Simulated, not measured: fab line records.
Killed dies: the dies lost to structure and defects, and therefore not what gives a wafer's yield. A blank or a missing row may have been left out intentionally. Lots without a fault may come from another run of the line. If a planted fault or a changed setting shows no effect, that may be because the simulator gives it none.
Split-lot experiment ; flow rit-cmos ; route with 202 steps; 5 lots, 23 wafers read

## ON THE SPLIT
At RIT_CONTACT_COAT_03 (resist thk 1000 nm), the setting resist-thk-nm was moved away from the recipe's 1000 nm on 6 of the 23 wafers read, by +3.6% to +4.8%. The other wafers ran this setting at the recipe's value.

## FROM THE SPLIT TO THE READING: what the file shows between them, 3 steps
- RIT_CONTACT_SOFTBAKE_04: time 60 s
- RIT_CONTACT_EXPOSE_05: exposes mask M11, target cd 1000 nm
- RIT_CONTACT_HARDBAKE_10: time 60 s

## THE READING
NOVOLAK_of_CONTACT_COAT_03.thk-nm (the simulator's own value, which no gauge read), in nm, at RIT_CONTACT_ETCH_11 (etches SiO2 in CHF3/CF4/Ar, stops on TiSi2, target depth 480 nm, time 320 s). The file gives no usual value for it. Across the 17 wafers here that went through the recipe, the average is 769.3 nm and the standard deviation 5 nm.

wafer;tool, chamber at the split;resist-thk-nm as run, nm;against the recipe;NOVOLAK_of_CONTACT_COAT_03.thk-nm, nm;against lot-mates on the recipe
L078.1;litho-track-03, 0;1048;+4.8%;806.3;+43.9
L078.3;litho-track-03, 0;1000;recipe;763.9;-
L078.4;litho-track-03, 0;1048;+4.8%;807.9;+45.5
L078.5;litho-track-03, 0;1000;recipe;760.9;-
L078.6;litho-track-03, 0;1048;+4.8%;807.5;+45.1
L080.2;litho-track-03, 0;1000;recipe;775.1;-
L080.3;litho-track-03, 0;1000;recipe;775.8;-
L080.4;litho-track-03, 0;1000;recipe;775.5;-
L080.5;litho-track-03, 0;1000;recipe;776.3;-
L080.6;litho-track-03, 0;1000;recipe;774;-
L082.1;litho-track-03, 0;1000;recipe;765.3;-
L082.5;litho-track-03, 0;1000;recipe;768.8;-
L082.6;litho-track-03, 0;1000;recipe;759.6;-
L084.2;litho-track-01, 0;1000;recipe;768.9;-
L084.3;litho-track-01, 0;1000;recipe;771.1;-
L084.4;litho-track-01, 0;1000;recipe;771;-
L084.5;litho-track-01, 0;1000;recipe;768.6;-
L084.6;litho-track-01, 0;1000;recipe;770.1;-
L085.1;litho-track-03, 0;1000;recipe;765.6;-
L085.2;litho-track-03, 0;1036;+3.6%;799.6;+32.7
L085.3;litho-track-03, 0;1036;+3.6%;794.9;+28.0
L085.5;litho-track-03, 0;1036;+3.6%;793.7;+26.8
L085.6;litho-track-03, 0;1000;recipe;768.2;-

THE FIT
A straight line over all 23 wafers: NOVOLAK_of_CONTACT_COAT_03.thk-nm changes by +7.74 nm for each +1% of resist-thk-nm; r = +0.96; the points scatter about the line by 4.6 nm.
The same after taking each lot's own level away (the mean of its wafers on the recipe; 23 wafers): +8.92 nm for each +1%; r = +0.99; scatter 2.4 nm.
According to that fit, moving resist-thk-nm by its largest amount changes the reading by 43 nm.
The lots' own levels span 762.40 to 775.34 nm, that is 2.6 times the standard deviation above.
So the slope is not independent of the lot-to-lot level: the two fits are not the same.
Check: for one of the wafers moved furthest among these (+4.8%), held out of the fit, the line's prediction against its lot-mates is +42.4 nm. Against them it came out at +43.9 nm.

## OTHER SPLITS APPLIED TO THESE WAFERS
Other splits were also applied to these wafers ahead of the reading. Each is held against what the fit with the lots' levels taken away leaves over:
other split on the same wafers;wafers away from the commonest value;r with NOVOLAK_of_CONTACT_COAT_03.thk-nm (lot level and that fit taken away)
RIT_PSD_SOFTBAKE_02 temp-c;12;+0.22
RIT_SILICIDE_SPUTTER_01 time-s;9;-0.17

## THE WHOLE CHAIN: every reading that the file lists as answering this split, in the file's order
step;what it does;reading;change (the file's fit);r (the file's)
RIT_CONTACT_COAT_03;resist thk 1000 nm;NOVOLAK_of_CONTACT_COAT_03.thk-nm (the simulator's own value, which no gauge read);+9.96 nm for each +1% of the setting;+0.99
RIT_CONTACT_HARDBAKE_10;time 60 s;NOVOLAK_of_CONTACT_COAT_03.thk-nm (the simulator's own value, which no gauge read);+8.71 nm for each +1% of the setting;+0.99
RIT_CONTACT_ETCH_11;etches SiO2 in CHF3/CF4/Ar, stops on TiSi2, target depth 480 nm, time 320 s;NOVOLAK_of_CONTACT_COAT_03.thk-nm (the simulator's own value, which no gauge read);+8.89 nm for each +1% of the setting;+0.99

## FILE'S OWN FIT
NOVOLAK_of_CONTACT_COAT_03.thk-nm changes by +8.89 nm for each +1% of resist-thk-nm, r = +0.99.
